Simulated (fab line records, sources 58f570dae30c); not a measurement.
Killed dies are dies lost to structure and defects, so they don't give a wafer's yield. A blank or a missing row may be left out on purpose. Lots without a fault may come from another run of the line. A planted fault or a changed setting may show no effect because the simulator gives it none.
Which tool did it? | flow berkeley_cmos170 | 7 lots, 21 wafers sampled, at 4 steps of a route of 331

WHAT THE GAUGES READ, wafer by wafer
UCB170_M2_RS_MEAS_02: measures by four-point-probe.
lot  | measured     | on            | M2_AL_RS (ohm/sq)
L175 | day 8 03:00  | film_metro-02 | 0.0316 0.0314 0.0315
L180 | day 9 04:24  | film_metro-04 | 0.0322 0.0320 0.0320
L181 | day 9 10:16  | film_metro-04 | 0.0318 0.0316 0.0319
L183 | day 9 23:59  | film_metro-03 | 0.0159 0.0159 0.0158
L189 | day 11 02:31 | film_metro-04 | 0.0324 0.0322 0.0324
L195 | day 12 02:37 | film_metro-02 | 0.0320 0.0320 0.0323
L196 | day 12 07:04 | film_metro-03 | 0.0319 0.0320 0.0320

WHICH TOOL RAN EACH LOT (tool, then ch and the chambers of the sampled wafers, then the start)
lot  | UCB170_CONTACT_STRIP_19              | UCB170_M1_SPUTTER_00         | UCB170_M2_SPUTTER_01
L175 | plasma_asher-02 ch 0,1, day 7 18:08  | pvd_sputter-03, day 7 18:32  | pvd_sputter-03, day 8 02:53
L180 | plasma_asher-02 ch 0,1, day 8 17:17  | pvd_sputter-02, day 8 17:42  | pvd_sputter-04, day 9 04:16
L181 | plasma_asher-01 ch 0,1, day 8 22:23  | pvd_sputter-01, day 8 22:47  | pvd_sputter-02, day 9 10:11
L183 | plasma_asher-01 ch 1, day 9 11:32    | pvd_sputter-03, day 9 13:57  | pvd_sputter-02, day 9 23:38
L189 | plasma_asher-02 ch 0,1, day 10 16:14 | pvd_sputter-01, day 10 16:37 | pvd_sputter-04, day 11 02:26
L195 | plasma_asher-01 ch 0,1, day 11 16:09 | pvd_sputter-03, day 11 16:34 | pvd_sputter-02, day 12 02:31
L196 | plasma_asher-02 ch 0,1, day 11 21:36 | pvd_sputter-02, day 11 22:01 | pvd_sputter-04, day 12 06:57
- UCB170_CONTACT_STRIP_19: strips in O2.
- UCB170_M1_SPUTTER_00: material Al, target thk 600 nm, time 80 s.
- UCB170_M2_SPUTTER_01: material Al, target thk 900 nm, time 120 s.

THE ANSWER, worked out from the rows above alone
Rule: what is usual is taken from the lots themselves. Put in order of their means at a reading, lots are off if they are a third of the lots or fewer, leave a main group of 4 or more, and stand apart from it by a gap of 3 or more times the standard deviation of the main group's means; of several such gaps the widest counts. A main group whose means are all the same, to the digits that the tables above print for the reading, isn't used. A lot without any number at a reading at which 4 lots or more have one is off too. The other lots that the step has rows for count as sound.
Off: L183, at UCB170_M2_RS_MEAS_02 (M2_AL_RS). The main group: mean 0.0320 ohm/sq, standard deviation 0.00026.
A tool fits if, at a process step before that reading, it ran every lot that is off, and no sound lot after the first of them. The gauges at UCB170_M2_RS_MEAS_02 are tried like those tools. None of those tried fits.

WHAT THE SIMULATOR HAD PUT IN
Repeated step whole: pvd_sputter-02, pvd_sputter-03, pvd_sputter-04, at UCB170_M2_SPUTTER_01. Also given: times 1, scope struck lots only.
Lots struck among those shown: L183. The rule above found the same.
